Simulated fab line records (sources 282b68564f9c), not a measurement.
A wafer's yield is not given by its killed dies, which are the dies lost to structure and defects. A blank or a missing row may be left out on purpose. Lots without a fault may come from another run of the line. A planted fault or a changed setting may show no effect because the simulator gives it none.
fab line records	flow ritCmos
record: lots: 14	wafers: 42	lastDay: 7
route steps=202 shown ACTIVE@14 PWELL@45 GATE@85 M1@202
lots that met no fault: taken from a fault-free run of the same line
startH: hours from the record's opening day to when the first of the lot's shown wafers began	waitH: hours elapsed since this lot's preceding step	" repeats the value in the row above	L1.1+2: a row that stands for several wafers	- no value present, or no start provided	* or withheld: withheld	< > ~ a bound
route shown NAME@n: names a module that has steps shown in the file, with the first one's number in the route	usual: mean and standard deviation over wafers with no fault	same: alike in all rows	chamber/n: place in a boat	sites: per-site readings	_std_site: standard deviation across them	_edge_site: the outer-site mean with the inner-site mean subtracted	radiusMm: how far each site lies from the wafer's centre	mask NAME#n: copy n	behind: the tool/chamber that last shaped the wafer	hold: the reason the lot was held/the length of the hold in hours/how it ended	device: the n, p or np transistor that did not switch	end of line: the route-end tests of the same wafers	for a step that has no rows: nothing shown but its recipe	killed: dies that structure and defects cost at the first sort, which is not the same as the wafer's yield	map: per-die view of a wafer (x killed, . not killed, _ where there is no die)
set.NAME: the setting that was run; set.NAME@STEP: the one run at that earlier step	model.NAME: the simulator's own value behind a step, which no gauge read
a sample of lots followed through the steps of the route, with each step as a table and each wafer as a row
services: from which hour (startH, from the record's first day; less than 0 if before it) a tool's chamber was out of use, for how many hours, and why
== steps ==
step: RIT_ACTIVE_ETCH_13
recipe: stopOn: SiO2	chemistry: SF6	target: Si3N4	timeS: 210	overEtchFrac: 0.4	SF6_flow_sccm: 200	pressureMtorr: 260	rfW: 125	targetDepthA: 2100
usual: drypumpMotorCurrentA: 5.4/0.39	oesProductAu: 0.820/0.013	throttleValvePct: 7.46/0.081
lot.wafer	tool	chamber	startH	waitH	drypumpMotorCurrentA	oesProductAu	rfHoursCounterH	throttleValvePct
L862.2	rieDiel-03	3	19.89	0.1	5.2	0.823	56	7.42
L862.4	"	2	"	"	5.2	0.832	111	7.39
L862.6	"	2	"	"	5.2	0.833	-	7.40
L863.3	rieDiel-01	1	20.13	0.1	5.9	0.815	78	7.52
L863.4	"	2	"	"	5.0	0.822	74	7.44
L863.5	"	2	"	"	5.0	0.827	-	7.40
L864.3	rieDiel-02	0	26.31	0.1	5.4	0.822	128	7.51
L864.4	"	2	"	"	5.8	0.828	117	7.68
L864.6	"	3	"	"	6.3	0.817	-	7.32
L865.1	rieDiel-03	3	32.17	0.1	5.1	0.828	57	7.41
L865.2	"	0	"	"	5.2	0.819	1	7.45
L865.3	"	1	"	"	5.6	0.829	161	7.49
L869.1	rieDiel-01	1	51.77	0.1	5.9	0.800	79	7.52
L869.2	"	3	"	"	5.6	0.798	26	7.55
L869.5	"	1	"	"	5.9	0.812	-	7.52
L870.1	rieDiel-01	2	55.76	0.1	5.0	0.821	74	7.42
L870.3	"	3	"	"	5.7	0.806	26	7.53
L870.6	"	2	"	"	5.0	0.821	-	7.43
L872.1	rieDiel-01	1	66.13	0.1	5.9	0.815	79	7.51
L872.2	"	3	"	"	5.6	0.800	26	7.52
L872.5	"	1	"	"	5.9	0.803	-	7.53
L874.1	rieDiel-03	2	74.83	0.1	5.2	0.820	112	7.41
L874.3	"	3	"	"	5.1	0.731	57	7.40
L874.4	"	1	"	"	5.6	0.840	162	7.49
L875.3	rieDiel-01	3	81.44	0.1	5.6	0.810	27	7.53
L875.4	"	2	"	"	5.0	0.833	-	7.41
L875.6	"	3	"	"	5.7	0.800	-	7.52
L876.1	rieDiel-03	1	84.83	0.1	5.6	0.842	162	7.48
L876.3	"	0	"	"	5.2	0.827	2	7.45
L876.6	"	3	"	"	5.1	0.727	-	7.41
L877.1	rieDiel-02	2	90.55	0.1	5.8	0.823	118	7.66
L877.5	"	2	"	"	5.7	0.820	-	7.67
L877.6	"	3	"	"	6.4	0.818	-	7.33
L880.2	rieDiel-01	0	107.83	0.1	4.9	0.823	0	7.45
L880.3	"	2	"	"	5.0	0.826	76	7.40
L880.6	"	0	"	"	4.9	0.834	-	7.48
L882.3	rieDiel-02	2	115.10	0.1	5.7	0.833	119	7.68
L882.5	"	2	"	"	5.7	0.828	-	7.66
L882.6	"	3	"	"	6.3	0.805	-	7.32
L884.4	rieDiel-02	2	125.44	0.1	5.8	0.831	119	7.67
L884.5	"	1	"	"	5.7	0.830	-	7.41
L884.6	"	2	"	"	5.7	0.826	-	7.67
step: RIT_PWELL_OVL_MEAS_06
usual: PWELL_OVL: -1.3/1.2
lot.wafer	tool	chamber	startH	waitH	PWELL_OVL[nm]
L862.2	overlay-02	-	31.06	-	-1.9
L862.4	"	-	"	"	-0.3
L862.6	"	-	"	"	0.5
L863.3	overlay-01	-	31.33	-	-2.2
L863.4	"	-	"	"	-3.0
L863.5	"	-	"	"	-2.6
L864.3	overlay-02	-	39.30	-	-0.9
L864.4	"	-	"	"	0.5
L864.6	"	-	"	"	-0.3
L865.1	overlay-02	-	40.81	-	-0.6
L865.2	"	-	"	"	-2.1
L865.3	"	-	"	"	-0.6
L869.1	overlay-01	-	62.35	-	-2.8
L869.2	"	-	"	"	-1.7
L869.5	"	-	"	"	-3.6
L870.1	overlay-02	-	69.99	-	1.0
L870.3	"	-	"	"	-0.5
L870.6	"	-	"	"	-1.1
L872.1	overlay-02	-	73.77	-	-0.7
L872.2	"	-	"	"	-1.2
L872.5	"	-	"	"	-0.8
L874.1	overlay-01	-	83.87	-	-1.8
L874.4	"	-	"	"	-2.5
L875.3	overlay-01	-	88.62	-	-0.9
L875.4	"	-	"	"	-0.4
L875.6	"	-	"	"	-2.5
L876.1	overlay-01	-	95.00	-	0.1
L876.3	"	-	"	"	-1.3
L877.1	overlay-01	-	103.68	-	0.2
L877.5	"	-	"	"	-0.5
L877.6	"	-	"	"	0.3
L880.2	overlay-01	-	117.00	-	-3.3
L880.3	"	-	"	"	-3.5
L880.6	"	-	"	"	-2.7
L882.3	overlay-02	-	123.70	-	-0.7
L882.5	"	-	"	"	-0.7
L882.6	"	-	"	"	-0.6
L884.4	overlay-01	-	135.50	-	-1.5
L884.5	"	-	"	"	-1.9
L884.6	"	-	"	"	-2.3
step: RIT_GATE_THK_MEAS_09
recipe: reads: poly-Si_of_GATE_CVD_08
usual: GATE_POLY_THK: 250.0/2.2
lot.wafer	tool	chamber	startH	waitH	GATE_POLY_THK[nm]
L862.2	filmMetro-02	-	48.87	0.0	249.3
L862.4	"	-	"	"	247.8
L862.6	"	-	"	"	248.7
L863.3	filmMetro-02	-	51.06	0.0	250.8
L863.4	"	-	"	"	249.6
L863.5	"	-	"	"	252.4
L864.3	filmMetro-02	-	52.70	0.0	251.5
L864.4	"	-	"	"	249.5
L864.6	"	-	"	"	250.1
L865.1	filmMetro-02	-	57.24	0.0	246.1
L865.2	"	-	"	"	245.5
L865.3	"	-	"	"	246.9
L869.1	filmMetro-03	-	81.75	0.0	250.0
L869.2	"	-	"	"	253.4
L869.5	"	-	"	"	251.4
L870.1	filmMetro-02	-	84.97	0.0	249.0
L870.3	"	-	"	"	250.1
L870.6	"	-	"	"	248.4
L872.1	filmMetro-01	-	93.43	0.0	249.3
L872.2	"	-	"	"	249.7
L872.5	"	-	"	"	248.4
L874.1	filmMetro-01	-	102.11	0.0	253.4
L874.4	"	-	"	"	253.7
L875.3	filmMetro-01	-	106.98	0.0	247.8
L875.4	"	-	"	"	250.9
L875.6	"	-	"	"	250.8
L876.1	filmMetro-02	-	112.48	0.0	248.6
L876.3	"	-	"	"	250.4
L877.1	filmMetro-02	-	119.20	0.0	249.4
L877.5	"	-	"	"	248.9
L877.6	"	-	"	"	248.8
L880.2	filmMetro-02	-	133.77	0.0	246.3
L880.3	"	-	"	"	246.8
L880.6	"	-	"	"	246.7
L882.3	filmMetro-02	-	137.01	0.0	253.3
L882.5	"	-	"	"	253.7
L882.6	"	-	"	"	251.7
L884.4	filmMetro-02	-	150.09	0.0	247.4
L884.5	"	-	"	"	250.3
L884.6	"	-	"	"	249.2
step: RIT_GATE_CD_MEAS_90
recipe: targetCdNm: 150
usual: cdNm: 150.9/2.4
lot.wafer	tool	chamber	startH	waitH	cdNm
L862.2	cdSem-01	-	50.61	0.1	151.0
L862.4	"	-	"	"	150.8
L862.6	"	-	"	"	151.3
L863.3	cdSem-02	-	52.58	0.1	149.4
L863.4	"	-	"	"	148.7
L863.5	"	-	"	"	148.6
L864.3	cdSem-01	-	54.40	0.1	150.1
L864.4	"	-	"	"	149.2
L864.6	"	-	"	"	151.7
L865.1	cdSem-02	-	58.87	0.1	152.6
L865.2	"	-	"	"	149.4
L865.3	"	-	"	"	153.7
L869.1	cdSem-02	-	83.25	0.1	149.2
L869.2	"	-	"	"	150.4
L869.5	"	-	"	"	150.0
L870.1	cdSem-01	-	86.47	0.1	151.2
L870.3	"	-	"	"	151.4
L870.6	"	-	"	"	152.3
L872.1	cdSem-02	-	94.94	0.1	145.4
L872.2	"	-	"	"	147.5
L872.5	"	-	"	"	147.8
L874.1	cdSem-02	-	103.74	0.1	147.9
L874.4	"	-	"	"	149.7
L875.3	cdSem-02	-	108.62	0.1	152.1
L875.4	"	-	"	"	152.9
L875.6	"	-	"	"	153.7
L876.1	cdSem-02	-	114.10	0.1	151.2
L876.3	"	-	"	"	151.3
L877.1	cdSem-02	-	120.73	0.1	150.2
L877.5	"	-	"	"	146.5
L877.6	"	-	"	"	145.6
L880.2	cdSem-02	-	135.28	0.1	150.7
L880.3	"	-	"	"	150.8
L880.6	"	-	"	"	148.8
L882.3	cdSem-01	-	138.91	0.1	154.4
L882.5	"	-	"	"	155.3
L882.6	"	-	"	"	154.3
L884.4	cdSem-02	-	151.74	0.1	149.8
L884.5	"	-	"	"	147.1
L884.6	"	-	"	"	148.4
step: RIT_M1_PROBE_99
usual: killedAtContacts: 0.1/0.23	killedAtFrontEnd: 6.6/2.8	killedDies: 6.6/2.8	killedOnRim: 1.8/1.4	killedOpen: 3.3/2	killedShort: 3.2/1.7
same: grossDies: 264	killed_at_M0_to_M3: 0	killed_at_M4_up: 0	killedAtBackSide: 0	killedAtOther: 0
lot.wafer	tool	chamber	startH	waitH	killedAtContacts	killedAtFrontEnd	killedDies	killedOnRim	killedOpen	killedShort
L862.2	prober-02	-	72.59	0.1	0	4	4	1	2	2
L862.4	prober-02	-	72.69	0.2	0	6	6	1	3	3
L862.6	prober-02	-	72.79	0.2	0	3	3	0	3	0
L863.3	prober-01	-	75.01	0.2	0	4	4	2	1	3
L863.4	prober-01	-	75.06	0.2	0	3	3	0	2	1
L863.5	prober-01	-	75.11	0.2	0	7	7	3	3	4
L864.3	prober-02	-	76.51	0.2	0	4	4	2	1	3
L864.4	prober-02	-	76.56	0.2	0	2	2	0	2	0
L864.6	prober-02	-	76.66	0.2	0	5	5	1	3	2
L865.1	prober-01	-	79.68	0.1	1	8	9	1	3	6
L865.2	prober-01	-	79.73	0.1	0	2	2	0	2	0
L865.3	prober-01	-	79.78	0.2	0	4	4	2	4	0
L869.1	prober-01	-	102.93	0.1	0	6	6	3	3	3
L869.2	prober-01	-	102.98	0.1	0	5	5	1	3	2
L869.5	prober-01	-	103.13	0.2	0	9	9	1	5	4
L870.1	prober-01	-	109.18	0.1	0	1	1	0	1	0
L870.3	prober-01	-	109.28	0.2	0	7	7	2	2	4
L870.6	prober-01	-	109.43	0.2	0	5	5	1	1	4
L872.1	prober-02	-	115.37	0.1	0	8	8	2	4	4
L872.2	prober-02	-	115.42	0.1	0	9	9	0	5	4
L872.5	prober-02	-	115.57	0.2	1	10	11	2	4	7
L874.1	prober-02	-	124.64	0.1	0	3	3	1	1	2
L874.3	prober-02	-	124.74	0.2	0	264	264	70	2	4
L874.4	prober-02	-	124.79	0.2	0	6	6	0	4	2
L875.3	prober-01	-	128.85	0.2	0	3	3	0	1	2
L875.4	prober-01	-	128.90	0.2	0	10	10	4	3	7
L875.6	prober-01	-	129.00	0.2	0	7	7	3	2	5
L876.1	prober-02	-	135.30	0.1	0	7	7	3	3	4
L876.3	prober-02	-	135.40	0.2	1	3	4	1	3	1
L876.6	prober-02	-	135.55	0.2	0	264	264	70	7	4
L877.1	prober-01	-	140.70	0.1	0	7	7	3	5	2
L877.5	prober-01	-	140.90	0.2	0	3	3	2	2	1
L877.6	prober-01	-	140.95	0.2	0	6	6	1	3	2
L880.2	prober-02	-	156.16	0.1	0	6	6	4	3	3
L880.3	prober-02	-	156.21	0.2	0	6	6	1	2	4
L880.6	prober-02	-	156.36	0.2	0	11	11	1	3	7
L882.3	prober-02	-	159.43	0.2	0	11	11	1	7	4
L882.5	prober-02	-	159.53	0.2	0	7	7	0	3	4
L882.6	prober-02	-	159.58	0.2	0	10	10	1	8	2
L884.4	prober-02	-	173.09	0.2	0	9	9	3	5	4
L884.5	prober-02	-	173.14	0.2	0	7	7	1	4	3
L884.6	prober-02	-	173.19	0.2	0	6	6	1	3	3
killed by level:class
L862.2 REOX:geometricParticle:open=2 GATE:geometricParticle:short=1 SPACER:geometricParticle:short=1
L862.4 SPACER:geometricParticle:short=2 FOX1:geometricParticle:open=1 GATE:geometricParticle:open=1 SPACER:geometricParticle:open=1 GATE:geometricParticle:short=1
L862.6 SPACER:geometricParticle:open=2 FOX1:geometricParticle:open=1
L863.3 FOX1:geometricParticle:open=1 FOX1:geometricParticle:short=1 FOX2:geometricParticle:short=1 GATE:geometricParticle:short=1
L863.4 ACTIVE:geometricParticle:open=1 GATE:geometricParticle:short=1 SPACER:geometricParticle:open=1
L863.5 SPACER:geometricParticle:short=3 GATE:geometricParticle:open=2 FOX2:geometricParticle:open=1 SILICIDE:geometricParticle:short=1
L864.3 GATE:geometricParticle:short=2 GATE:geometricParticle:open=1 SPACER:geometricParticle:short=1
L864.4 GATE:geometricParticle:open=1 SPACER:geometricParticle:open=1
L864.6 GATE:geometricParticle:open=2 GATE:geometricParticle:short=1 SPACER:geometricParticle:short=1 SPACER:geometricParticle:open=1
L865.1 FOX2:geometricParticle:short=2 FOX1:geometricParticle:short=1 GATE:geometricParticle:short=1 GATE:geometricParticle:open=1 REOX:geometricParticle:open=1 SPACER:geometricParticle:short=1 SILICIDE:geometricParticle:short=1 CONTACT:geometricParticle:open=1
L865.2 REOX:geometricParticle:open=1 SPACER:geometricParticle:open=1
L865.3 REOX:geometricParticle:open=2 ACTIVE:geometricParticle:open=1 SILICIDE:geometricParticle:open=1
L869.1 GATE:geometricParticle:open=2 FOX1:geometricParticle:short=1 FOX2:geometricParticle:short=1 GATE:geometricParticle:short=1 SILICIDE:geometricParticle:open=1
L869.2 GATE:geometricParticle:open=3 GATE:geometricParticle:short=2
L869.5 GATE:geometricParticle:open=3 GATE:geometricParticle:short=2 FOX1:geometricParticle:short=1 FOX1:geometricParticle:open=1 SILICIDE:geometricParticle:open=1 SILICIDE:geometricParticle:short=1
L870.1 FOX2:geometricParticle:open=1
L870.3 FOX1:geometricParticle:short=2 FOX1:geometricParticle:open=1 REOX:geometricParticle:short=1 SPACER:geometricParticle:open=1 SILICIDE:geometricParticle:short=1 PSD:coatMicrobubblePrinted=1
L870.6 GATE:geometricParticle:short=2 SILICIDE:geometricParticle:short=2 REOX:geometricParticle:open=1
L872.1 GATE:geometricParticle:short=3 FOX1:geometricParticle:open=1 FOX1:geometricParticle:short=1 GATE:geometricParticle:open=1 REOX:geometricParticle:open=1 SILICIDE:geometricParticle:open=1
L872.2 GATE:geometricParticle:short=2 REOX:geometricParticle:open=2 FOX2:geometricParticle:open=1 FOX2:geometricParticle:short=1 REOX:geometricParticle:short=1 SPACER:geometricParticle:open=1 SILICIDE:geometricParticle:open=1
L872.5 GATE:geometricParticle:short=3 FOX1:geometricParticle:short=2 SILICIDE:geometricParticle:open=2 ACTIVE:geometricParticle:short=1 REOX:geometricParticle:short=1 SPACER:geometricParticle:open=1 CONTACT:geometricParticle:open=1
L874.1 FOX1:geometricParticle:short=1 GATE:geometricParticle:open=1 GATE:geometricParticle:short=1
L874.3 ACTIVE:areaEtch=258 FOX1:geometricParticle:open=1 FOX1:geometricParticle:short=1 GATE:geometricParticle:short=1 REOX:geometricParticle:short=1 SILICIDE:geometricParticle:short=1 SILICIDE:geometricParticle:open=1
L874.4 REOX:geometricParticle:open=2 FOX1:geometricParticle:short=1 FOX2:geometricParticle:open=1 GATE:geometricParticle:short=1 SPACER:geometricParticle:open=1
L875.3 FOX1:geometricParticle:open=1 FOX1:geometricParticle:short=1 GATE:geometricParticle:short=1
L875.4 GATE:geometricParticle:short=3 FOX1:geometricParticle:short=2 ACTIVE:geometricParticle:short=1 GATE:geometricParticle:open=1 REOX:geometricParticle:short=1 REOX:geometricParticle:open=1 SPACER:geometricParticle:open=1
L875.6 SPACER:geometricParticle:short=2 FOX1:geometricParticle:open=1 FOX1:geometricParticle:short=1 FOX2:geometricParticle:open=1 GATE:geometricParticle:short=1 REOX:geometricParticle:short=1
L876.1 GATE:geometricParticle:open=3 FOX1:geometricParticle:short=2 REOX:geometricParticle:short=2
L876.3 FOX2:geometricParticle:open=1 GATE:geometricParticle:open=1 REOX:geometricParticle:short=1 CONTACT:geometricParticle:open=1
L876.6 ACTIVE:areaEtch=253 GATE:geometricParticle:short=4 GATE:geometricParticle:open=4 FOX2:geometricParticle:open=2 FOX1:geometricParticle:open=1
L877.1 GATE:geometricParticle:open=3 GATE:geometricParticle:short=2 SPACER:geometricParticle:open=1 SILICIDE:geometricParticle:open=1
L877.5 FOX1:geometricParticle:open=1 FOX1:geometricParticle:short=1 GATE:geometricParticle:open=1
L877.6 REOX:geometricParticle:open=2 GATE:geometricParticle:short=1 REOX:geometricParticle:short=1 SPACER:geometricParticle:open=1 NSD:coatMicrobubblePrinted=1
L880.2 GATE:geometricParticle:open=2 FOX1:geometricParticle:open=1 FOX1:geometricParticle:short=1 GATE:geometricParticle:short=1 SPACER:geometricParticle:short=1
L880.3 SILICIDE:geometricParticle:short=2 FOX1:geometricParticle:short=1 GATE:geometricParticle:open=1 SPACER:geometricParticle:open=1 SPACER:geometricParticle:short=1
L880.6 FOX1:geometricParticle:open=3 FOX1:geometricParticle:short=2 GATE:geometricParticle:short=2 REOX:geometricParticle:short=1 SPACER:geometricParticle:short=1 SILICIDE:geometricParticle:short=1 ACTIVE:coatMicrobubblePrinted=1
L882.3 GATE:geometricParticle:open=3 SPACER:geometricParticle:open=2 SILICIDE:geometricParticle:short=2 FOX1:geometricParticle:short=1 FOX2:geometricParticle:open=1 SPACER:geometricParticle:short=1 SILICIDE:geometricParticle:open=1
L882.5 SPACER:geometricParticle:open=2 FOX2:geometricParticle:short=1 FOX2:geometricParticle:open=1 REOX:geometricParticle:short=1 SPACER:geometricParticle:short=1 SILICIDE:geometricParticle:short=1
L882.6 FOX1:geometricParticle:open=3 GATE:geometricParticle:open=2 SILICIDE:geometricParticle:open=2 FOX1:geometricParticle:short=1 SPACER:geometricParticle:open=1 SPACER:geometricParticle:short=1
L884.4 GATE:geometricParticle:open=3 GATE:geometricParticle:short=3 FOX2:geometricParticle:open=1 REOX:geometricParticle:open=1 REOX:geometricParticle:short=1
L884.5 GATE:geometricParticle:short=2 REOX:geometricParticle:open=2 GATE:geometricParticle:open=1 REOX:geometricParticle:short=1 SILICIDE:geometricParticle:open=1
L884.6 GATE:geometricParticle:open=2 GATE:geometricParticle:short=1 REOX:geometricParticle:open=1 REOX:geometricParticle:short=1 SPACER:geometricParticle:short=1
== services ==
tool	chamber	startH	hours	kind
rieDiel-03	3	52.52	4.3	repair
rieDiel-01	0	72.34	-	clean
rieDiel-01	0	72.34	-	consumableReplace:esc
rieDiel-01	0	72.34	20.8	scheduledDown
rieDiel-01	0	72.34	20.8	ventCycle
rieDiel-02	0	81.92	9.5	repair
rieDiel-03	1	85.17	-	clean
rieDiel-03	1	85.17	20.9	scheduledDown
rieDiel-03	1	85.17	20.9	ventCycle
rieDiel-01	1	86.22	10.6	repair
== key ==
firstSign: step: RIT_ACTIVE_ETCH_13	reading: oesProductAu	direction: down	sigmas: 7.1	usual: 0.820	struck: 0.729
effect: step: RIT_M1_PROBE_99	reading: killedAtFrontEnd	direction: up	sigmas: 92	usual: 6.6	struck: 264
moreKillsBornAt: RIT_ACTIVE_ETCH_13@rieDiel-03: 511
metAt RIT_ACTIVE_ETCH_13
struckLots L874,L876
struckWafers L874.3,L876.6
laterRowsLeftOut L874.3,L876.6
testerLeftOut L874,L876
notActingAt RIT_PWELL_OVL_MEAS_06,RIT_GATE_THK_MEAS_09,RIT_GATE_CD_MEAS_90
onsetBetween 32.17 74.83
fault: kind: processParameterDrift	tool: rieDiel-03	chamber: 3	onsetH: 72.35	steps: RIT_ACTIVE_ETCH_13	channel: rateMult	offset: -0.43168	shape: step	endH: 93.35
testerLeftOut: of these lots the tester's yield and bins aren't shown, on N5 and GAA mostly nor the transistor test; their killed dies are dies lost to structure and defects alone, not to doping, threshold or leakage, so they don't give the yield
laterRowsLeftOut: the simulator's readings of these wafers behind a module that went badly wrong aren't trusted and aren't shown, but for the sort
